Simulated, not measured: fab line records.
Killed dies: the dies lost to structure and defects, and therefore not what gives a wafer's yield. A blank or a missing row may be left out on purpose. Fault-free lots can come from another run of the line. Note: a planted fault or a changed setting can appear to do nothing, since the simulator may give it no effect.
One fault seen from 2 desks    flow berkeley_cmos170    every desk sees just its own numbers, and what lay behind them comes last

## THE TOOL OWNER'S DESK: pecvd-03
The tool's own readings at UCB170_V2_CVD_00 (deposits SiO2 from TEOS/O2, target thk 2000 nm, time 250 s): means of the sampled wafers that have a number, for each lot that ran on this tool. A lot is out of limits, marked OUT, if its mean lies more than 4 standard deviations from the usual mean; the brackets give that distance.
Columns: A = heater_power_w at UCB170_V2_CVD_00, usual 247 W
lot   first seen here  A
L231  day 8 09:11      255
L233  day 8 20:59      288
L240  day 9 13:37      313
L242  day 10 04:46     195
This desk's verdict: no lot among the 4 shows anything out of limits.

## METROLOGY DESK
Lot by lot, what the gauges showed, no matter which tool ran the lot: averages of those sampled wafers that carry a number. A lot is out of limits, marked OUT, if its mean lies more than 4 standard deviations from the usual mean; the brackets give that distance.
Columns: A = cd_nm at UCB170_CONTACT_CD_MEAS_90, usual 699.9 nm; B = V2_TEOS_THK at UCB170_V2_THK_MEAS_01, usual 1998 nm; C = V2_POLISHED_THK at UCB170_V2_THK_MEAS_04, usual 1000.5 nm
lot   first seen here  A      B                C
L232  day 7 21:22      698.0  1983             999.7
L231  day 7 22:44      700.5  1985             999.8
L233  day 8 01:34      698.7  2006             999.9
L234  day 8 07:47      699.1  2044             1001.1
L238  day 8 09:16      697.5  2044             1000.2
L237  day 8 13:15      700.6  1992             1001.0
L240  day 9 02:40      699.9  1689 (-12) OUT   711.8 (-99 or more) OUT
L242  day 9 17:03      702.4  1854 (-5.7) OUT  854.0 (-99 or more) OUT
L246  day 11 01:11     700.4  1982             1001.3
L245  day 11 03:34     701.1  1997             1001.2
L248  day 11 04:08     701.7  1980             1002.1
L252  day 11 22:20     703.0  2020             1001.9
L251  day 12 00:41     698.4  2026             1000.7
L253  day 12 13:59     701.5  1975             1000.5
This desk reports L240, L242 out of limits; the earliest was L240 at day 9 13:47 (V2_TEOS_THK at UCB170_V2_THK_MEAS_01). In limits: L232, L231, L233, L234, L238, L237, L246, L245, L248, L252, L251, L253.

## TAKEN TOGETHER
On L240, L242, the metrology desk was in a position to raise an alarm at day 9 13:47.
The desk of the tool owner found nothing out of limits.
On record at the tool owner's desk: L240, L242, within its limits.
All the named lots went through UCB170_V2_CVD_00 on pecvd-03.

## WHAT WAS PUT IN BY THE SIMULATOR
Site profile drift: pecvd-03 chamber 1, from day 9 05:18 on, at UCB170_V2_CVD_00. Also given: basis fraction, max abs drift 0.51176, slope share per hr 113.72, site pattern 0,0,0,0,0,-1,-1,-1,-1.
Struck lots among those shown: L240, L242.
Delay in hours, fault start to first out-of-limits reading, per desk: metrology desk 8.
